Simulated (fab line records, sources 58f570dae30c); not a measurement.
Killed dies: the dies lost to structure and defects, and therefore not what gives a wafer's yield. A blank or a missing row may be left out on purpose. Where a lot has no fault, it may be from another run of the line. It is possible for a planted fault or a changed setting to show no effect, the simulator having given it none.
Split-lot experiment ; flow berkeley_cmos170 ; route with 331 steps; 5 lots, 23 wafers read

## ON THE SPLIT
At UCB170_M3_EXPOSE_12 (exposes mask METAL3, target cd 700 nm), the setting dose_mj was moved away from the recipe's 26 on 8 of the 23 wafers read, by -3.3% to +6.3%. All remaining wafers had this setting at the recipe value.

## FROM THE SPLIT TO THE READING: what the file shows between them, 2 steps
- UCB170_M3_PEB_13
- UCB170_M3_DEVELOP_14: develop time 45 s

## THE READING
Shown in nm: cd_nm at UCB170_M3_CD_MEAS_15, with target cd 700 nm. Typical for fault-free wafers on this fab line: 700.1 nm, with standard deviation 1.6 nm.

wafer;tool, chamber at the split;dose_mj as run;against the recipe;cd_nm, nm;against lot-mates on the recipe
L075.3;krf_scanner-01, 0;26;recipe;700.0;-
L075.4;krf_scanner-01, 0;26;recipe;700.4;-
L075.6;krf_scanner-01, 0;26;recipe;700.9;-
L078.1;krf_scanner-02, 0;26;recipe;699.1;-
L078.2;krf_scanner-02, 0;26;recipe;697.9;-
L078.3;krf_scanner-02, 0;26;recipe;699.1;-
L078.4;krf_scanner-02, 0;26;recipe;699.8;-
L078.6;krf_scanner-02, 0;26;recipe;698.1;-
L080.1;krf_scanner-02, 0;27.64;+6.3%;691.2;-11.6
L080.2;krf_scanner-02, 0;26;recipe;702.9;-
L080.4;krf_scanner-02, 0;27.64;+6.3%;692.5;-10.3
L080.5;krf_scanner-02, 0;27.64;+6.3%;691.5;-11.3
L080.6;krf_scanner-02, 0;26;recipe;702.7;-
L076.2;krf_scanner-01, 0;26;recipe;701.4;-
L076.3;krf_scanner-01, 0;26;recipe;700.9;-
L076.4;krf_scanner-01, 0;25.13;-3.3%;706.5;+5.6
L076.5;krf_scanner-01, 0;26;recipe;700.3;-
L076.6;krf_scanner-01, 0;25.13;-3.3%;707.4;+6.5
L083.1;krf_scanner-01, 0;26.59;+2.3%;695.6;-4.0
L083.2;krf_scanner-01, 0;26.59;+2.3%;694.0;-5.6
L083.4;krf_scanner-01, 0;26.59;+2.3%;694.9;-4.7
L083.5;krf_scanner-01, 0;26;recipe;700.6;-
L083.6;krf_scanner-01, 0;26;recipe;698.6;-

FIT RESULTS
A straight line over all 23 wafers: cd_nm changes by -1.54 nm for each +1% of dose_mj; r = -0.93; the points scatter about the line by 1.6 nm.
The same after taking each lot's own level away (the mean of its wafers on the recipe; 23 wafers): -1.79 nm for each +1%; r = -0.99; scatter 0.68 nm.
Per that fit: largest dose_mj move, reading shift of 11 nm.
The lots' own levels span 698.80 to 702.80 nm, that is 2.5 times the standard deviation above.
So the lot-to-lot level changes the slope: the two fits differ.
Check: for one of the wafers moved furthest among these (+6.3%), held out of the fit, the line's prediction against its lot-mates is -11.3 nm. Against them it came out at -11.6 nm.

## OTHER SPLITS ON THESE WAFERS
Note: prior to the reading, these wafers also went through further splits. Each is held against what the fit with the lots' levels taken away leaves over:
other split on the same wafers;wafers away from the commonest value;r with cd_nm (lot level and that fit taken away)
UCB170_M2_METAL_ETCH_18 time_s;10;-0.18
UCB170_M3_SPUTTER_01 power_w;10;+0.17

## THE WHOLE CHAIN: every reading that the file lists as answering this split, in the file's order
step;what it does;reading;change (the file's fit);r (the file's)
UCB170_M3_CD_MEAS_15;target cd 700 nm;cd_nm;-1.8 nm for each +1% of the setting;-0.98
UCB170_M3_ETCH_17;etches BARC in N2/H2;M3.cd_nm (the simulator's own value, which no gauge read);-1.73 nm for each +1% of the setting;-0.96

## THE FILE'S OWN FIT
cd_nm changes by -1.8 nm for each +1% of dose_mj, r = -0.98.
